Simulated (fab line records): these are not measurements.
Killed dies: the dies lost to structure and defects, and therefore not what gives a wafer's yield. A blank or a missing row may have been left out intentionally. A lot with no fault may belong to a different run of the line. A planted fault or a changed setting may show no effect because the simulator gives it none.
A struck lot beside a sound one -- flow berkeleyCmos170 -- 15 out of 331 route steps
Sound: the wafers L733.1, L733.5, L733.6. Wafers L748.1, L748.3, L748.5 were the ones struck. The cause is given at the end.
Per side, at each step with rows, come the tool, then ch with its chambers, and then its first start. Under that, the readings that differ: sound wafers -- struck wafers -- difference of the means -- sigmas: that difference in standard deviations of wafers without a fault.
alike: readings whose means differ by less than 2 such deviations, and words and numbers that are the same on both sides. not compared: withheld readings, readings that some wafer has no value for, bounds like >300 that may hide the same value, and numbers for which the record gives no deviation and whose values overlap.
A row with sigmas, a row that says differs or no value, or rows on one side alone: a step with any of these is where the two part. Numbers that have no deviation but don't overlap get no sigmas and don't part them. A reading missing from all wafers of one side parts the sides only when that side holds two or more wafers.

UCB170_NVT_TW_MEAS_09:
  sound: filmMetro-04 at day 6 12:49; struck: filmMetro-04 at day 9 17:41
  alike: NVT_TW
then, 7 steps without rows for these wafers: UCB170_NVT_CLEAN_10 (cleans in SPM, time 600 s); UCB170_PVT_HMDS_00 (prime time 60 s); UCB170_PVT_COAT_01 (resist thk 900 nm); UCB170_PVT_SOFTBAKE_02 (time 60 s); UCB170_PVT_EXPOSE_03 (exposes mask NWELL, target cd 3000 nm); UCB170_PVT_PEB_04; UCB170_PVT_DEVELOP_05 (develop time 45 s).
UCB170_PVT_OVL_MEAS_06:
  sound: overlay-01 at day 6 17:17; struck: overlay-01 at day 9 19:24
  alike: PVT_OVL
after that, 1 step had no rows for these wafers: UCB170_PVT_IMPLANT_07.
UCB170_PVT_STRIP_08: strips in O2.
  sound on plasmaAsher-01 ch 0,1, day 6 17:28; struck on plasmaAsher-02 ch 1, day 9 19:35
  alike: drypumpMotorCurrentA, oesProductAu, stripTimeToEndpointS
  not compared: rfHoursCounterH
UCB170_PVT_TW_MEAS_09:
  sound: filmMetro-01 at day 6 17:34; struck: filmMetro-01 at day 9 19:41
  alike: PVT_TW
UCB170_GATE_WET_ETCH_00: etches SiO2 in dHF, time 200 s.
  sound on wetBench-04 ch 2, day 6 17:45; struck on wetBench-04 ch 3, day 9 19:46
  no value came back on the struck wafers for bathHeatDutyPct (%), runLengthS (s); on the sound wafers bathHeatDutyPct (%) reads 6.0 5.4 5.9
reading,sound,struck,difference,sigmas
model.SiO2_of_SCREENOX_OXIDATION_01.thkNm (nm),0 0 0,14.84 14.85 14.82,+14.84,
UCB170_FIELD_THK_MEAS_91:
  sound: filmMetro-02 at day 6 17:49; struck: filmMetro-04 at day 9 19:50
  alike: FIELD_OXIDE_LEFT_2_THK
then, 1 step without rows for these wafers: UCB170_GATE_OXIDATION_01 (target thk 6.6 nm, ox time 1800 s).

WHERE THEY PART
At UCB170_GATE_WET_ETCH_00 and nowhere else, as far as this record goes. Later steps at which nothing parts them and some readings are alike: UCB170_FIELD_THK_MEAS_91.

WHY: what had been put in by the simulator
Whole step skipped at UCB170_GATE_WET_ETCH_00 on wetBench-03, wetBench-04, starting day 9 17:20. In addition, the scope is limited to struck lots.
